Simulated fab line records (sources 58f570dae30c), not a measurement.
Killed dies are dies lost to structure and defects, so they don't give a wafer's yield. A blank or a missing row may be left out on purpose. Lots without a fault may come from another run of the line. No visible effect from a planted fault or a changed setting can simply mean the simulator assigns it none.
Matching of chambers || flow berkeley-cmos170 || UCB170_CONTACT_ETCH_17 on rie-diel-02: 4 sister chambers
The step etches BARC in N2/H2. 8 wafers are shown with their chamber, then 10 later ones without.

## WAFERS PAIRED WITH THEIR CHAMBERS
{"wafer": "L077.2", "chamber": 1, "drypump-motor-current-A (A)": 5.62, "throttle-valve-pct (%)": 13.38}
{"wafer": "L077.6", "chamber": 1, "drypump-motor-current-A (A)": 5.62, "throttle-valve-pct (%)": 13.38}
{"wafer": "L086.6", "chamber": 0, "drypump-motor-current-A (A)": 6.11, "throttle-valve-pct (%)": 13.54}
{"wafer": "L085.1", "chamber": 3, "drypump-motor-current-A (A)": 5.64, "throttle-valve-pct (%)": 13.17}
{"wafer": "L085.2", "chamber": 2, "drypump-motor-current-A (A)": 6.09, "throttle-valve-pct (%)": 13.23}
{"wafer": "L085.5", "chamber": 0, "drypump-motor-current-A (A)": 6.14, "throttle-valve-pct (%)": 13.57}
{"wafer": "L083.1", "chamber": 3, "drypump-motor-current-A (A)": 5.66, "throttle-valve-pct (%)": 13.19}
{"wafer": "L083.4", "chamber": 2, "drypump-motor-current-A (A)": 6.11, "throttle-valve-pct (%)": 13.21}

## WAFERS WITH NO CHAMBER GIVEN
{"wafer": "L083.5", "drypump-motor-current-A (A)": 5.66, "throttle-valve-pct (%)": 13.16}
{"wafer": "L088.1", "drypump-motor-current-A (A)": 5.62, "throttle-valve-pct (%)": 13.39}
{"wafer": "L088.2", "drypump-motor-current-A (A)": 6.11, "throttle-valve-pct (%)": 13.23}
{"wafer": "L088.3", "drypump-motor-current-A (A)": 6.14, "throttle-valve-pct (%)": 13.55}
{"wafer": "L090.2", "drypump-motor-current-A (A)": 6.08, "throttle-valve-pct (%)": 13.22}
{"wafer": "L090.5", "drypump-motor-current-A (A)": 6.14, "throttle-valve-pct (%)": 13.53}
{"wafer": "L090.6", "drypump-motor-current-A (A)": 5.62, "throttle-valve-pct (%)": 13.38}
{"wafer": "L096.1", "drypump-motor-current-A (A)": 6.12, "throttle-valve-pct (%)": 13.21}
{"wafer": "L096.3", "drypump-motor-current-A (A)": 5.62, "throttle-valve-pct (%)": 13.37}
{"wafer": "L096.5", "drypump-motor-current-A (A)": 6.13, "throttle-valve-pct (%)": 13.56}

## THE CHAMBER EACH PASSED THROUGH
{"wafer": "L083.5", "from the rows above": 3, "in truth": 3}
{"wafer": "L088.1", "from the rows above": 1, "in truth": 1}
{"wafer": "L088.2", "from the rows above": 2, "in truth": 2}
{"wafer": "L088.3", "from the rows above": 0, "in truth": 0}
{"wafer": "L090.2", "from the rows above": 2, "in truth": 2}
{"wafer": "L090.5", "from the rows above": 0, "in truth": 0}
{"wafer": "L090.6", "from the rows above": 1, "in truth": 1}
{"wafer": "L096.1", "from the rows above": 2, "in truth": 2}
{"wafer": "L096.3", "from the rows above": 1, "in truth": 1}
{"wafer": "L096.5", "from the rows above": 0, "in truth": 0}
Correctly placed: 10 of 10. Left unplaced by these rows: 0. 0 placed wrongly.
How it was worked out, from the rows above alone: a wafer's distance from a chamber is the root of the sum, over the readings, of the square of ((its reading less the chamber's mean) divided by the reading's scatter). If the next closest chamber is less than 2 further off than the closest, the wafer can't be placed; otherwise it belongs to the closest. Each chamber's mean is taken over the wafers shown for it. The scatter: the root of (the sum of the squares of (reading less its chamber's mean) over the shown wafers, divided by (wafers less chambers)).
